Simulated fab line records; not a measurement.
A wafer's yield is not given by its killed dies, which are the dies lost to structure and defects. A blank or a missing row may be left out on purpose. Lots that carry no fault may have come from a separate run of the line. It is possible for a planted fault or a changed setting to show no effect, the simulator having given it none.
Split-lot trial | flow berkeleyCmos170 | 23 wafers read across 5 lots, on a route 331 steps long

== ON THE SPLIT ==
At UCB170_NLDD_IMPLANT_09, the setting energyKev was moved away from the recipe's 30 on 11 of the 23 wafers read, by -3.5% to +4.0%. All remaining wafers had this setting at the recipe value.

The split's own step is where the reading is taken.

== THE READING ==
implant.drpNm (the simulator's own value, which no gauge read), in nm, at UCB170_NLDD_IMPLANT_09. There is no usual value for it anywhere in the file.

wafer  | tool, chamber at the split | energyKev as run | against the recipe | implant.drpNm, nm | against lot-mates on the recipe
L074.1 | implanter-01, 0            | 31.2             | +4.0%              | 9.891             | +0.280
L074.2 | implanter-01, 0            | 31.2             | +4.0%              | 9.891             | +0.280
L074.5 | implanter-01, 0            | 31.2             | +4.0%              | 9.891             | +0.280
L074.3 | implanter-01, 0            | 30               | recipe             | 9.611             | -
L074.6 | implanter-01, 0            | 30               | recipe             | 9.611             | -
L077.2 | implanter-03, 0            | 30.85            | +2.8%              | 9.809             | +0.198
L077.3 | implanter-03, 0            | 30.85            | +2.8%              | 9.809             | +0.198
L077.5 | implanter-03, 0            | 30.85            | +2.8%              | 9.809             | +0.198
L077.4 | implanter-03, 0            | 30               | recipe             | 9.611             | -
L077.6 | implanter-03, 0            | 30               | recipe             | 9.611             | -
L075.2 | implanter-04, 0            | 30               | recipe             | 9.611             | -
L075.3 | implanter-04, 0            | 30               | recipe             | 9.611             | -
L075.5 | implanter-04, 0            | 30               | recipe             | 9.611             | -
L085.1 | implanter-03, 0            | 28.95            | -3.5%              | 9.365             | -0.246
L085.3 | implanter-03, 0            | 28.95            | -3.5%              | 9.365             | -0.246
L085.5 | implanter-03, 0            | 28.95            | -3.5%              | 9.365             | -0.246
L085.2 | implanter-03, 0            | 30               | recipe             | 9.611             | -
L085.6 | implanter-03, 0            | 30               | recipe             | 9.611             | -
L084.1 | implanter-01, 0            | 30.86            | +2.9%              | 9.812             | +0.201
L084.4 | implanter-01, 0            | 30.86            | +2.9%              | 9.812             | +0.201
L084.2 | implanter-01, 0            | 30               | recipe             | 9.611             | -
L084.3 | implanter-01, 0            | 30               | recipe             | 9.611             | -
L084.6 | implanter-01, 0            | 30               | recipe             | 9.611             | -

THE FIT
A straight line over all 23 wafers: implant.drpNm changes by +0.0701 nm for each +1% of energyKev; r = +1.00; the points scatter about the line by 0.0003 nm.
The same after taking each lot's own level away (the mean of its wafers on the recipe; 23 wafers): +0.0701 nm for each +1%; r = +1.00; scatter 0.0003 nm.
On that fit, the largest move of energyKev shifts the reading by 0.28 nm.
The lots' own levels span 9.6110 to 9.6110 nm.
Hence the lot-to-lot level has little effect on the slope; both slopes agree.
Check: for one of the wafers moved furthest among these (+4.0%), held out of the fit, the line's prediction against its lot-mates is +0.28 nm. Against them it came out at +0.28 nm.

== ADDITIONAL SPLITS CARRIED BY THESE WAFERS ==
Other splits were also applied to these wafers ahead of the reading. Each is held against what the fit with the lots' levels taken away leaves over:
other split on the same wafers | wafers away from the commonest value | r with implant.drpNm (lot level and that fit taken away)
UCB170_NLDD_PEB_04 pebTempC    | 8                                    | +0.14

== THE WHOLE CHAIN: every reading that the file lists as answering this split, in the file's order ==
step                   | what it does | reading                                                        | change (the file's fit)                | r (the file's)
UCB170_NLDD_IMPLANT_09 |              | implant.rpNm (the simulator's own value, which no gauge read)  | +0.165 nm for each +1% of the setting  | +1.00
UCB170_NLDD_IMPLANT_09 |              | implant.drpNm (the simulator's own value, which no gauge read) | +0.0702 nm for each +1% of the setting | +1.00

== FILE'S OWN FIT ==
implant.drpNm changes by +0.0702 nm for each +1% of energyKev, r = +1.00.
